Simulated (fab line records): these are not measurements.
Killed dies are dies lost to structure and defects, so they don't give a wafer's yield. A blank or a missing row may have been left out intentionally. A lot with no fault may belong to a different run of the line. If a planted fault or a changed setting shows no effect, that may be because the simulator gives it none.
Split-lot trial / flow berkeley_cmos170 / 23 wafers read across 5 lots, on a route 331 steps long

== THE SPLIT ==
At UCB170_M3_METAL_ETCH_18 (etches Al in Cl2/BCl3, stops on SiO2, target depth 1170 nm, time 195 s), the setting time_s was moved away from the recipe's 195 s on 9 of the 23 wafers read, by -13.1% to +9.6%. All remaining wafers had this setting at the recipe value.

The file shows no step between the split and the reading.

== THE READING ==
oes_product_au, in a.u., at UCB170_M3_STRIP_19 (strips in O2). Typical for fault-free wafers on this fab line: 0.541 a.u., with standard deviation 0.014 a.u.

wafer=L077.1; tool, chamber at the split=rie_metal-04, 0; time_s as run, s=171.7; against the recipe=-11.9%; oes_product_au, a.u.=0.630; against lot-mates on the recipe=+0.077
wafer=L077.2; tool, chamber at the split=rie_metal-04, 1; time_s as run, s=195; against the recipe=recipe; oes_product_au, a.u.=0.540; against lot-mates on the recipe=-
wafer=L077.3; tool, chamber at the split=rie_metal-04, 0; time_s as run, s=171.7; against the recipe=-11.9%; oes_product_au, a.u.=0.658; against lot-mates on the recipe=+0.105
wafer=L077.4; tool, chamber at the split=rie_metal-04, 1; time_s as run, s=171.7; against the recipe=-11.9%; oes_product_au, a.u.=0.613; against lot-mates on the recipe=+0.060
wafer=L077.6; tool, chamber at the split=rie_metal-04, 0; time_s as run, s=195; against the recipe=recipe; oes_product_au, a.u.=0.566; against lot-mates on the recipe=-
wafer=L075.1; tool, chamber at the split=rie_metal-01, 0; time_s as run, s=195; against the recipe=recipe; oes_product_au, a.u.=0.559; against lot-mates on the recipe=-
wafer=L075.2; tool, chamber at the split=rie_metal-01, 1; time_s as run, s=195; against the recipe=recipe; oes_product_au, a.u.=0.550; against lot-mates on the recipe=-
wafer=L075.3; tool, chamber at the split=rie_metal-01, 0; time_s as run, s=195; against the recipe=recipe; oes_product_au, a.u.=0.558; against lot-mates on the recipe=-
wafer=L075.5; tool, chamber at the split=rie_metal-01, 1; time_s as run, s=213.8; against the recipe=+9.6%; oes_product_au, a.u.=0.483; against lot-mates on the recipe=-0.073
wafer=L075.6; tool, chamber at the split=rie_metal-01, 0; time_s as run, s=213.8; against the recipe=+9.6%; oes_product_au, a.u.=0.488; against lot-mates on the recipe=-0.068
wafer=L079.1; tool, chamber at the split=rie_metal-04, 1; time_s as run, s=195; against the recipe=recipe; oes_product_au, a.u.=0.526; against lot-mates on the recipe=-
wafer=L079.2; tool, chamber at the split=rie_metal-04, 0; time_s as run, s=195; against the recipe=recipe; oes_product_au, a.u.=0.565; against lot-mates on the recipe=-
wafer=L079.5; tool, chamber at the split=rie_metal-04, 0; time_s as run, s=195; against the recipe=recipe; oes_product_au, a.u.=0.551; against lot-mates on the recipe=-
wafer=L085.1; tool, chamber at the split=rie_metal-01, 1; time_s as run, s=195; against the recipe=recipe; oes_product_au, a.u.=0.543; against lot-mates on the recipe=-
wafer=L085.2; tool, chamber at the split=rie_metal-01, 0; time_s as run, s=206.5; against the recipe=+5.9%; oes_product_au, a.u.=0.503; against lot-mates on the recipe=-0.047
wafer=L085.3; tool, chamber at the split=rie_metal-01, 1; time_s as run, s=206.5; against the recipe=+5.9%; oes_product_au, a.u.=0.498; against lot-mates on the recipe=-0.052
wafer=L085.4; tool, chamber at the split=rie_metal-01, 0; time_s as run, s=195; against the recipe=recipe; oes_product_au, a.u.=0.552; against lot-mates on the recipe=-
wafer=L085.6; tool, chamber at the split=rie_metal-01, 0; time_s as run, s=195; against the recipe=recipe; oes_product_au, a.u.=0.556; against lot-mates on the recipe=-
wafer=L084.1; tool, chamber at the split=rie_metal-03, 1; time_s as run, s=169.5; against the recipe=-13.1%; oes_product_au, a.u.=0.619; against lot-mates on the recipe=+0.089
wafer=L084.2; tool, chamber at the split=rie_metal-03, 0; time_s as run, s=169.5; against the recipe=-13.1%; oes_product_au, a.u.=0.620; against lot-mates on the recipe=+0.090
wafer=L084.3; tool, chamber at the split=rie_metal-03, 0; time_s as run, s=195; against the recipe=recipe; oes_product_au, a.u.=0.540; against lot-mates on the recipe=-
wafer=L084.5; tool, chamber at the split=rie_metal-03, 0; time_s as run, s=195; against the recipe=recipe; oes_product_au, a.u.=0.527; against lot-mates on the recipe=-
wafer=L084.6; tool, chamber at the split=rie_metal-03, 1; time_s as run, s=195; against the recipe=recipe; oes_product_au, a.u.=0.523; against lot-mates on the recipe=-

THE FIT
A straight line over all 23 wafers: oes_product_au changes by -0.00659 a.u. for each +1% of time_s; r = -0.95; the points scatter about the line by 0.014 a.u.
The same after taking each lot's own level away (the mean of its wafers on the recipe; 23 wafers): -0.00704 a.u. for each +1%; r = -0.97; scatter 0.011 a.u.
On that fit, the largest move of time_s shifts the reading by 0.092 a.u.
Measured against the standard deviation above, the lots' own levels, which go from 0.5300 to 0.5557 a.u., span 1.8 times it.
The two slopes are in agreement: the lot-to-lot level therefore moves the slope only a little.
Check: with one of the wafers moved furthest among these (-13.1%) left out of the fit, the line predicts +0.0908 a.u. for it against its lot-mates. Against them it came out at +0.089 a.u.

== THE WHOLE CHAIN: every reading that the file lists as answering this split, in the file's order ==
step=UCB170_M3_METAL_ETCH_18; what it does=etches Al in Cl2/BCl3, stops on SiO2, target depth 1170 nm, time 195 s; reading=KrF_of_M3_COAT_10.thk_nm (the simulator's own value, which no gauge read); change (the file's fit)=-6.76 nm for each +1% of the setting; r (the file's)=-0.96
step=UCB170_M3_STRIP_19; what it does=strips in O2; reading=oes_product_au; change (the file's fit)=-0.00705 a.u. for each +1% of the setting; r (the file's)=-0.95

== FILE'S OWN FIT ==
oes_product_au changes by -0.00705 a.u. for each +1% of time_s, r = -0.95.
